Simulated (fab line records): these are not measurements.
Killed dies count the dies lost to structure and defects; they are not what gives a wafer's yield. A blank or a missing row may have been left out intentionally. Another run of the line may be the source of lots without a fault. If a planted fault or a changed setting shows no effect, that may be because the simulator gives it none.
Which tool was responsible? | flow rit cmos | Sampling: 14 lots, 42 wafers, 3 of 202 route steps

== WHAT THE GAUGES SHOWED, per wafer ==
RIT_SILICIDE_RS_MEAS_02: a four-point-probe measurement. Usual: SILICIDE_TI_RS typically reads 47.7 ohm/sq, with standard deviation 0.75.
lot  | measured    | on            | SILICIDE_TI_RS (ohm/sq)       | flag
L148 | day 3 02:17 | film metro-03 | 48.7 48.5 48.4                |
L149 | day 3 06:17 | film metro-03 | 47.2 47.6 48.0                |
L150 | day 3 13:09 | film metro-01 | 48.4 48.5 48.0                |
L151 | day 3 19:25 | film metro-02 | 47.6 46.6 46.6                |
L152 | day 3 22:41 | film metro-01 | 48.3 48.7 48.4                |
L153 | day 4 02:25 | film metro-03 | 48.5 48.5 47.7                |
L156 | day 4 19:46 | film metro-01 | 49.0 48.8 48.8                |
L159 | day 5 09:32 | film metro-03 | 56.2 56.4 46.9 56.7 57.0 47.4 | OFF
L161 | day 5 21:06 | film metro-01 | 47.6 47.5 48.7                |
L162 | day 6 00:47 | film metro-01 | 47.1 56.2 47.0 47.4 56.7 47.4 | OFF
L164 | day 6 10:43 | film metro-01 | 47.2 48.7 47.5                |
L167 | day 7 02:50 | film metro-01 | 47.9 47.6 48.0                |
L168 | day 7 06:46 | film metro-02 | 47.6 47.4 48.3                |
L170 | day 7 16:36 | film metro-01 | 47.4 47.6 47.5                |

RIT_SILICIDE_THK_MEAS_03: measures by xrf. Usual: SILICIDE_TI_THK typically reads 29.9 nm, with standard deviation 0.42.
lot  | measured    | on            | SILICIDE_TI_THK (nm)          | flag
L148 | day 3 02:24 | film metro-03 | 29.6 29.8 29.8                |
L149 | day 3 06:22 | film metro-03 | 30.4 30.1 29.9                |
L150 | day 3 13:16 | film metro-01 | 29.4 29.4 29.6                |
L151 | day 3 19:31 | film metro-02 | 30.0 30.4 30.6                |
L152 | day 3 22:48 | film metro-01 | 29.5 29.3 29.5                |
L153 | day 4 02:32 | film metro-03 | 29.7 29.5 30.0                |
L156 | day 4 19:51 | film metro-01 | 29.0 29.2 29.2                |
L159 | day 5 12:01 | film metro-03 | 26.5 26.5 30.5 26.5 26.4 30.6 | OFF
L161 | day 5 21:12 | film metro-01 | 29.9 30.0 29.3                |
L162 | day 6 05:01 | film metro-01 | 30.1 26.1 30.2 30.1 26.1 30.2 |
L164 | day 6 10:49 | film metro-01 | 29.9 29.2 29.8                |
L167 | day 7 02:56 | film metro-01 | 29.7 29.8 29.8                |
L168 | day 7 06:53 | film metro-02 | 29.9 30.0 29.7                |
L170 | day 7 16:42 | film metro-01 | 30.2 30.0 30.0                |

== TOOL THAT RAN EACH LOT (tool first, then ch and the chambers of the sampled wafers, then the start) ==
lot  | RIT_SILICIDE_SPUTTER_01
L148 | pvd sputter-02, day 3 02:07
L149 | pvd sputter-01, day 3 06:04
L150 | pvd sputter-02, day 3 13:00
L151 | pvd sputter-01, day 3 19:14
L152 | pvd sputter-02, day 3 22:32
L153 | pvd sputter-01, day 4 02:15
L156 | pvd sputter-02, day 4 19:33
L159 | pvd sputter-01, day 5 09:19
L161 | pvd sputter-03, day 5 20:55
L162 | pvd sputter-01, day 6 00:36
L164 | pvd sputter-03, day 6 10:32
L167 | pvd sputter-03, day 7 02:39
L168 | pvd sputter-02, day 7 06:37
L170 | pvd sputter-02, day 7 16:25
- RIT_SILICIDE_SPUTTER_01: material Ti, target thk 30 nm, time 240 s.

== AS READ BY THE TOOLS THEMSELVES (means over the sampled wafers that have a number; for cases with no such wafer, the mark the record gives instead) ==
RIT_SILICIDE_SPUTTER_01. Usual: cathode dc power W 350.01 W, standard deviation 0.065; throttle valve pct 30.2 %, standard deviation 1.2.
lot  | tool           | cathode dc power W (W) | throttle valve pct (%) | flag
L148 | pvd sputter-02 | 349.97                 | 30.8                   |
L149 | pvd sputter-01 | 349.94                 | 30.4                   |
L150 | pvd sputter-02 | 349.95                 | 30.2                   |
L151 | pvd sputter-01 | 350.01                 | 28.6                   |
L152 | pvd sputter-02 | 349.98                 | 31.2                   |
L153 | pvd sputter-01 | 349.98                 | 29.6                   |
L156 | pvd sputter-02 | 350.05                 | 30.7                   |
L159 | pvd sputter-01 | 350.01                 | 29.6                   |
L161 | pvd sputter-03 | 350.05                 | 29.3                   |
L162 | pvd sputter-01 | 350.02                 | 30.1                   |
L164 | pvd sputter-03 | 349.97                 | 29.2                   |
L167 | pvd sputter-03 | 349.98                 | 29.2                   |
L168 | pvd sputter-02 | 350.01                 | 31.0                   |
L170 | pvd sputter-02 | 350.04                 | 31.1                   |

== THE ANSWER, worked out from the rows above alone ==
Rule: take the mean of a lot's wafers that have a number; if it is more than 3 standard deviations from the usual mean, the lot is off. Also off: a lot with no number at a reading for which 4 or more lots have one. The other lots that the step has rows for count as sound. Order of review: gauges by route order, followed by the tools' own readings, for which a lot's mean as printed above is used. At the first step where some lot is off, the reading lying furthest off is the one used; lots without a number count as furthest.
Off: L159, L162, at RIT_SILICIDE_RS_MEAS_02 (SILICIDE_TI_RS).
A tool fits if, at a process step before that reading, it ran every lot that is off, and no sound lot after the first of them. Those tools and the gauges at RIT_SILICIDE_RS_MEAS_02 are tried in the same way. One fits: pvd sputter-01 at RIT_SILICIDE_SPUTTER_01. A fault onset in the window from L153 (day 4 02:15, its last sound lot) to L159 (day 5 09:19, its first lot off) fits.

== WHAT THE SIMULATOR HAD INSERTED ==
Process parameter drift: pvd sputter-01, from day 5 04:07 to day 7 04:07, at RIT_SILICIDE_SPUTTER_01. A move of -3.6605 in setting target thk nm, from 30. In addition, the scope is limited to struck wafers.
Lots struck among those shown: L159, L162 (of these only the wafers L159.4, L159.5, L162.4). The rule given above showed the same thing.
